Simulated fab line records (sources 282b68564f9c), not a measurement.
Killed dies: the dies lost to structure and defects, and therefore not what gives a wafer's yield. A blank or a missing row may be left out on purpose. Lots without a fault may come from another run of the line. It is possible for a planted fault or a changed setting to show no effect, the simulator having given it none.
A struck lot beside a sound one ; flow ritCmos ; 39 steps out of a route of 202
Sound: the wafers L694.3, L694.4, L694.6. Wafers L704.4, L704.5, L704.6 were the ones struck. The cause is named last.
Per side, at each step with rows, come the tool, then ch with its chambers, and then its first start. Under that, the readings that differ: sound wafers ; struck wafers ; difference of the means ; sigmas: that difference in standard deviations of wafers without a fault.
alike: readings whose means differ by less than 2 such deviations, and words and numbers that are the same on both sides. not compared: withheld readings, readings that some wafer has no value for, bounds like >300 that may hide the same value, and numbers for which the record gives no deviation and whose values overlap.
Wherever a step has rows on one side only, a row that says differs or no value, or a row with sigmas, the two part there. Non-overlapping numbers with no deviation appear without sigmas and do not part them. Lack of a reading on every wafer of one side parts them only where that side has two or more wafers.

first, 3 steps without rows for these wafers: RIT_GATE_EXPOSE_13 (exposes mask M6, target cd 150 nm); RIT_GATE_PEB_14; RIT_GATE_DEVELOP_15 (develop time 50 s).
RIT_GATE_CD_MEAS_16: target cd 150 nm.
  struck on cdSem-02, day 5 19:05; sound on cdSem-01, day 3 12:44
  alike: cdNm
RIT_GATE_OVL_MEAS_17:
  struck on overlay-01, day 5 19:10; sound on overlay-01, day 3 12:49
  alike: GATE_OVL
then, 1 step without rows for these wafers: RIT_GATE_HARDBAKE_18 (time 60 s).
RIT_GATE_ETCH_19: etches poly-Si in SF6/CHF3/O2, stops on SiO2, time 165 s, target depth 312.5 nm.
  sound on rieSi-01 ch 0,1,2, day 3 13:00; struck on rieSi-01 ch 0,2,3, day 5 19:23
  alike: SF6_flow_sccm, drypumpMotorCurrentA, oesProductAu, throttleValvePct
  not compared: rfHoursCounterH
RIT_GATE_STRIP_20: strips in O2, time 180 s.
  sound on plasmaAsher-04 ch 0,1, day 3 13:10; struck on plasmaAsher-02 ch 0,1, day 5 19:29
  alike: drypumpMotorCurrentA
  not compared: rfHoursCounterH
RIT_GATE_CD_MEAS_90: target cd 150 nm.
  struck on cdSem-01, day 5 19:40; sound on cdSem-02, day 3 13:19
  alike: cdNm
then, 3 steps without rows for these wafers: RIT_REOX_CLEAN_00 (cleans in SC1, time 600 s); RIT_REOX_CLEAN_01 (cleans in dHF, time 30 s); RIT_REOX_CLEAN_02 (cleans in SC2, time 600 s).
RIT_REOX_OXIDATION_03: target thk 25.2 nm, ox time 5580 s.
  sound on furnace-04 ch 0, day 3 13:46; struck on furnace-02 ch 0, day 5 20:49
reading;sound;struck;difference;sigmas
model.SiO2_of_REOX_OXIDATION_03.thkNm (nm);23.81 23.86 23.54;28.21 28.85 28.66;+4.84;
RIT_REOX_THK_MEAS_04:
  struck on filmMetro-04, day 5 23:24; sound on filmMetro-03, day 3 16:20
reading;sound;struck;difference;sigmas
REOX_OXIDE_THK (nm);23.7 23.8 23.5;28.2 28.9 28.7;+4.9;+10
then, 6 steps without rows for these wafers: RIT_NLDD_HMDS_00 (prime time 60 s); RIT_NLDD_COAT_01 (resist thk 1000 nm); RIT_NLDD_SOFTBAKE_02 (time 60 s); RIT_NLDD_EXPOSE_03 (exposes mask M7, target cd 40700 nm); RIT_NLDD_PEB_04; RIT_NLDD_DEVELOP_05 (develop time 50 s).
RIT_NLDD_OVL_MEAS_06:
  struck on overlay-01, day 6 00:18; sound on overlay-01, day 3 17:29
  alike: NLDD_OVL
then, 2 steps without rows for these wafers: RIT_NLDD_HARDBAKE_07 (time 60 s); RIT_NLDD_IMPLANT_08.
RIT_NLDD_STRIP_09: strips in O2, time 180 s.
  sound on plasmaAsher-02 ch 0,1, day 3 17:52; struck on plasmaAsher-01 ch 0,1, day 6 00:40
  alike: drypumpMotorCurrentA
  not compared: rfHoursCounterH
RIT_NLDD_TW_MEAS_10:
  struck on filmMetro-02, day 6 00:49; sound on filmMetro-04, day 3 18:01
  alike: NLDD_TW
then, 6 steps without rows for these wafers: RIT_PLDD_HMDS_00 (prime time 60 s); RIT_PLDD_COAT_01 (resist thk 1000 nm); RIT_PLDD_SOFTBAKE_02 (time 60 s); RIT_PLDD_EXPOSE_03 (exposes mask M8, target cd 40900 nm); RIT_PLDD_PEB_04; RIT_PLDD_DEVELOP_05 (develop time 50 s).
RIT_PLDD_OVL_MEAS_06:
  struck on overlay-01, day 6 01:50; sound on overlay-02, day 3 19:02
  alike: PLDD_OVL
then, 2 steps without rows for these wafers: RIT_PLDD_HARDBAKE_07 (time 60 s); RIT_PLDD_IMPLANT_08.
RIT_PLDD_STRIP_09: strips in O2, time 180 s.
  sound on plasmaAsher-04 ch 0,1, day 3 19:25; struck on plasmaAsher-04 ch 0,1, day 6 02:13
  alike: drypumpMotorCurrentA
  not compared: rfHoursCounterH
RIT_PLDD_TW_MEAS_10:
  struck on filmMetro-02, day 6 02:22; sound on filmMetro-01, day 3 19:33
  alike: PLDD_TW
RIT_SPACER_CLEAN_00: cleans in SC1, time 600 s.
  sound on wetBench-02 ch 3, day 3 19:35; struck on wetBench-01 ch 2, day 6 02:24
reading;sound;struck;difference;sigmas
model.SiO2_of_REOX_OXIDATION_03.thkNm (nm);21.97 22.01 21.72;26.01 26.61 26.43;+4.45;
  alike: tempC
then, 1 step without rows for these wafers: RIT_SPACER_CLEAN_01 (cleans in dHF, time 30 s).
RIT_M1_PROBE_99:
  struck on prober-02, day 6 18:38; sound on prober-02, day 4 09:25
reading;sound;struck;difference;sigmas
model.etest.pmosTurned.rOnOhmUm;3146 3147 3108;4071 4221 4206;+1032;
model.etest.pmos_0p3.rOnOhmUm;6070 6056 6024;6777 6761 6823;+737;
model.etest.pmos_0p15.rOnOhmUm;2581 2556 2558;3164 3194 3230;+631;
model.etest.pldd.rsOhmSq;437.2 442.6 428.1;686.7 749.5 732.3;+286.9;
model.etest.nmos_0p15.rOnOhmUm;1086 1068 1060;1290 1278 1301;+218;
model.etest.nmos_0p3.rOnOhmUm;2131 2092 2101;2345 2325 2333;+226;
model.etest.nldd.rsOhmSq;358.1 360.2 350.5;472.4 498.2 487.9;+129.9;
model.etest.pldd.lineOhmUm;139.2 138.6 139.7;216.1 237.2 231.9;+89.2;
  alike: killedAtContacts, killedAtFrontEnd, killedDies, killedOpen, killedShort

## WHERE THEY PART
Within this record, at RIT_REOX_THK_MEAS_04 only. Later steps at which nothing parts them and some readings are alike: RIT_NLDD_OVL_MEAS_06, RIT_NLDD_STRIP_09, RIT_NLDD_TW_MEAS_10, RIT_PLDD_OVL_MEAS_06, RIT_PLDD_STRIP_09, RIT_PLDD_TW_MEAS_10, RIT_SPACER_CLEAN_00, RIT_M1_PROBE_99.

WHY: the cause the simulator had injected
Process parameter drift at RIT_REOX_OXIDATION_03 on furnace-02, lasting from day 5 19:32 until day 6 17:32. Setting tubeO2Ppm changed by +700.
